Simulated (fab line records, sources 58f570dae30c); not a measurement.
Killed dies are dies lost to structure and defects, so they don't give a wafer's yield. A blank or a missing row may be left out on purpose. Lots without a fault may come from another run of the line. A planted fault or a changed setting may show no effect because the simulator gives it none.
Problem report in the 8D (eight disciplines) form, filled by code | flow berkeley_cmos170 | the parts of the form that need people (team, actions taken, sign-off) are left out

1. THE PROBLEM
SPACER_TEOS_THK at UCB170_SPACER_THK_MEAS_01 reads a mean of 421 nm on 6 wafers of 2 lots; wafers without a fault read 376 nm with a standard deviation of 4.7. That is +9.5 standard deviations from the usual mean.
First seen on wafer L954.1, day 8 20:10, on film_metro-04. The record holds 39 wafers of 13 lots with a number at this step. Rule for "out", or "out of limits": more than 4 standard deviations from the usual mean. The other wafers with a number count as sound.

2. WHAT IT IS AND WHAT IT IS NOT
question                    | is                           | is not
which readings at this step | SPACER_TEOS_THK              | -
which lots                  | L954, L957                   | L946, L947, L950, L952, L958, L961, L963, L964, L965, L966, L969
which wafers of those lots  | all that have a number       | -
read on which gauges        | film_metro-03, film_metro-04 | film_metro-02
when                        | from day 8 20:10             | up to then (12 sound wafers); but 21 sound wafers of L958, L961, L963, L964, L965, L966, L969 came after

3. SUSPECTS, AND WHAT RULES EACH OUT
Counting: a tool at a process step up to the reading stays a suspect if it ran every lot that is out and no sound lot after the first of them.
- the gauge at UCB170_SPACER_THK_MEAS_01: ruled out. The wafers that are out were read on 2 gauges (film_metro-03, film_metro-04).
- pecvd-03 at UCB170_SPACER_CVD_00 (deposits SiO2 from TEOS/O2, target thk 376 nm, time 47 s): kept. It ran every lot that is out, first L954 (day 8 20:08), and no sound lot after that; its last sound lot up to then is L950 (day 7 08:01).
Left after counting: pecvd-03 at UCB170_SPACER_CVD_00.

4. THE CAUSE (what the simulator had put in)
Process parameter drift: pecvd-03, from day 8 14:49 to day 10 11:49, at UCB170_SPACER_CVD_00. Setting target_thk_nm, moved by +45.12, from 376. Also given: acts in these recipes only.
Counting left only this tool.

5. THE CHAIN OF EFFECTS, in route order
Each row: a reading whose mean over the struck wafers that have a number lies more than 3 standard deviations from the usual. Only readings for which the record gives a usual standard deviation are gone through. hours: the time from each lot's start at the first step in this table that gives one to its start at this step, as a median over the lots. sigmas: the change in usual standard deviations.
hours | step                      | reading         | usual      | on struck wafers | change | sigmas
0     | UCB170_SPACER_THK_MEAS_01 | SPACER_TEOS_THK | 376 nm     | 421              | +45    | +9.5
17    | UCB170_SPACER_ETCHBACK_03 | oes_product_au  | 0.903 a.u. | 0.973            | +0.070 | +4.7
The process steps in it:
- UCB170_SPACER_ETCHBACK_03: etches SiO2 in CHF3/CF4/Ar, stops on Si, target depth 376 nm, time 100 s.

6. WHAT WOULD HAVE CAUGHT IT SOONER
In this record the first reading out of limits at a measuring or inspecting step was taken at day 8 20:10, 5 hours after the fault began at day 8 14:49.
Of the tool readings at UCB170_SPACER_CVD_00 for which the record gives a usual standard deviation, none was out on any struck wafer, so an alarm limit of 4 standard deviations on them would not have fired.
Of the lots that are out (2), L957 began UCB170_SPACER_CVD_00 on pecvd-03 after day 8 20:10. A hold on the tool at that time would have spared it.
